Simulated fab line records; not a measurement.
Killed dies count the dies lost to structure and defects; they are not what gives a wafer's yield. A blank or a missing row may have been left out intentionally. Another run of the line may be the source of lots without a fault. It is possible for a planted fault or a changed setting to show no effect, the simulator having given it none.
The tool behind it: which one?    flow berkeley-cmos170    at 1 step of a route of 331, 7 lots with 21 wafers sampled

WHAT THE GAUGES SHOWED, per wafer
UCB170_PWELL_OVL_MEAS_13.
lot   measured     on          PWELL_OVL (nm)
L860  day 3 16:10  overlay-02  -11 -7 -6
L862  day 4 00:51  overlay-02  -1 3 -2
L867  day 4 22:51  overlay-02  -3 3 1
L871  day 5 19:26  overlay-02  3 2 13
L875  day 6 18:14  overlay-02  -3 -3 -6
L879  day 7 08:04  overlay-02  1 12 5
L881  day 7 16:05  overlay-02  -8 -8 -1

WHICH TOOL RAN EACH LOT (tool, then ch and the chambers of the sampled wafers, then the start)
Before these readings, the record contains no process step.

THE ANSWER, worked out from the rows above alone
Rule: the usual values come from the lots themselves. The widest of any qualifying gaps counts: lots, ordered by their means at a reading, are off when they make up no more than a third of the lots, leave a main group of 4 or more, and stand apart from it by 3 or more times the standard deviation of that group's means. If all means in a main group match to the digits the tables above print for the reading, that group is not used. A lot without any number at a reading at which 4 lots or more have one is off too. The other lots that the step has rows for count as sound.
No lot is off at any reading shown: from this, nothing can be told.

WHAT THE SIMULATOR HAD INSERTED
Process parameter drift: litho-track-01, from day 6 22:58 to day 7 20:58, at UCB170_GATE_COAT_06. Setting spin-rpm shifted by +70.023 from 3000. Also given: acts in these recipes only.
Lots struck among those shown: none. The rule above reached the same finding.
